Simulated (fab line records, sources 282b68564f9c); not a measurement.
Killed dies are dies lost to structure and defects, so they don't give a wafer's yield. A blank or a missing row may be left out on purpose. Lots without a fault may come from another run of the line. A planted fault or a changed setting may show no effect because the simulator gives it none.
fab line records | flow rit_cmos
record lots=12 wafers=36 last_day=7
route steps=202 shown NWELL@36 M1@202
lots that met no fault: from a run of the same line without faults
start_h: hours from the record's first day to the start of the lot's first wafer shown | wait_h: hours since the lot's step before | " the same as in the row above | L1.1+2: a row that stands for several wafers | - no value, or no start given | * or withheld: withheld | < > ~ a bound
route shown NAME@n: a module of which the file shows steps, and the number in the route of the first | usual: mean/standard deviation of fault-free wafers | same: alike in all rows | chamber/n: place in a boat | sites: the reading at each site | _std_site: their standard deviation | _edge_site: outer sites' mean less inner sites' | radius_mm: how far each site lies from the wafer's centre | mask NAME#n: copy n | behind: the tool/chamber that last shaped the wafer | hold: why the lot was held/for how many hours/how that ended | device: the transistor (n, p or np) that didn't switch | end of line: the same wafers' tests at the end of the route | a step without rows: its recipe alone | killed: dies lost to structure and defects at the first sort, not the wafer's yield | map: a wafer's dies, x killed, . not, _ none there
set.NAME: the setting as run; set.NAME@STEP: as run at that earlier step | model.NAME: the simulator's own value behind a step, which no gauge read
steps of the route over a sample of lots; a table a step, a row a wafer
services: from which hour (start_h, from the record's first day; less than 0 if before it) a tool's chamber was out of use, for how many hours, and why
## steps
# step RIT_NWELL_IMPLANT_08
# recipe species=P energy_kev=170 dose_cm2=5e+13 tilt_deg=7
# usual beam_energy_keV=169.99/0.056 beam_on_s=9.99/0.19 faraday_current_uA=159/3.2 tilt_deg=7.000/0.021
# columns lot.wafer tool chamber start_h wait_h beam_energy_keV beam_on_s faraday_current_uA tilt_deg
L802.2 implanter-02 0 20.56 0.2 169.94 10.19 155 6.957
L802.4 " 0 " " 170.01 9.80 162 6.988
L802.5 " 0 " " 170.00 9.64 164 6.995
L803.3 implanter-03 0 25.57 0.2 169.99 10.02 158 6.991
L803.5 " 0 " " 170.06 9.91 158 6.967
L803.6 " 0 " " 170.07 10.20 155 6.974
L804.1 implanter-04 0 31.28 0.2 169.91 10.05 158 6.976
L804.4 " 0 " " 169.89 9.59 164 7.005
L804.5 " 0 " " 169.97 10.04 158 7.000
L805.1 implanter-03 0 36.37 0.2 170.04 10.20 156 6.974
L805.3 " 0 " " 170.00 9.89 161 6.993
L805.6 " 0 " " 170.03 10.17 155 6.985
L806.2 implanter-04 0 40.64 0.2 170.02 10.01 159 7.004
L806.5 " 0 " " 170.04 9.52 166 6.990
L806.6 " 0 " " 169.99 9.82 162 6.971
L807.3 implanter-03 0 45.64 0.2 170.02 10.16 156 7.057
L807.4 " 0 " " 170.00 10.07 158 7.061
L807.6 " 0 " " 170.00 9.98 159 7.035
L816.1 implanter-03 0 90.79 0.2 162.65 10.00 158 7.024
L816.2 " 0 " " 162.70 10.13 157 7.030
L816.5 " 0 " " 162.68 10.26 154 6.990
L817.1 implanter-03 0 97.74 0.2 162.77 10.11 157 6.994
L817.2 " 0 " " 162.75 9.98 159 6.990
L817.5 " 0 " " 162.64 10.25 155 7.006
L819.1 implanter-04 0 105.96 0.2 169.88 9.92 160 6.990
L819.2 " 0 " " 169.87 9.93 160 6.981
L819.6 " 0 " " 169.96 10.03 159 6.992
L821.1 implanter-04 0 118.11 0.2 169.85 9.94 160 7.038
L821.2 " 0 " " 169.93 10.01 158 7.046
L821.6 " 0 " " 169.93 9.75 163 7.019
L824.1 implanter-02 0 132.18 0.2 170.00 10.01 158 7.006
L824.2 " 0 " " 169.85 9.89 161 6.994
L824.6 " 0 " " 169.91 10.01 158 6.987
L825.2 implanter-04 0 137.93 0.2 170.06 9.59 165 7.001
L825.3 " 0 " " 170.07 9.82 161 6.988
L825.4 " 0 " " 170.09 9.81 162 6.984
# step RIT_M1_PROBE_99
# usual killed_at_M0_to_M3=0.0/0.16 killed_at_contacts=0.1/0.25 killed_at_front_end=7/3.1 killed_dies=7/3.1 killed_open=3.6/2 killed_short=3.5/2
# same gross_dies=264 killed_at_M4_up=0 killed_at_back_side=0 killed_at_other=0
# columns lot.wafer tool chamber start_h wait_h killed_at_M0_to_M3 killed_at_contacts killed_at_front_end killed_dies killed_open killed_short
L821.1 prober-01 - 157.61 0.1 0 0 6 6 3 3
L821.2 prober-01 - 157.66 0.1 0 0 4 4 3 1
L821.6 prober-01 - 157.86 0.2 0 0 9 9 6 3
# killed by level:class
L821.1 GATE:geometric_particle:open=3 SPACER:geometric_particle:short=2 REOX:geometric_particle:short=1
L821.2 REOX:geometric_particle:open=2 GATE:geometric_particle:short=1 SPACER:geometric_particle:open=1
L821.6 GATE:geometric_particle:open=3 FOX1:geometric_particle:short=2 FOX1:geometric_particle:open=1 REOX:geometric_particle:open=1 SPACER:geometric_particle:open=1 SPACER:geometric_particle:short=1
## services
# columns tool chamber start_h hours kind
implanter-02 - 24.46 19.6 repair
implanter-02 - 44.18 7.1 repair
implanter-03 - 72.95 3.6 repair
implanter-04 - 77.54 1.0 repair
implanter-04 - 81.70 2.8 repair
implanter-02 - 89.40 6.8 repair
implanter-02 - 94.09 1.1 repair
implanter-02 - 134.38 5.2 pm
implanter-03 - 135.18 6.8 repair
## key
first_sign step=RIT_NWELL_IMPLANT_08 reading=beam_energy_keV direction=down sigmas=99+ usual=169.99 struck=162.70
effect none on later readings
met_at RIT_NWELL_IMPLANT_08
struck_lots L816,L817
tester_left_out L816,L817
onset_between 45.64 90.79
fault kind=process_parameter_drift tool=implanter-03 chamber=- onset_h=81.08 steps=RIT_NWELL_IMPLANT_08 channel=energy_kev offset=-7.2712 shape=step end_h=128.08 acts_in=these_recipes_only stated=170
# tester_left_out: of these lots the tester's yield and bins aren't shown, on N5 and GAA mostly nor the transistor test; their killed dies are dies lost to structure and defects alone, not to doping, threshold or leakage, so they don't give the yield
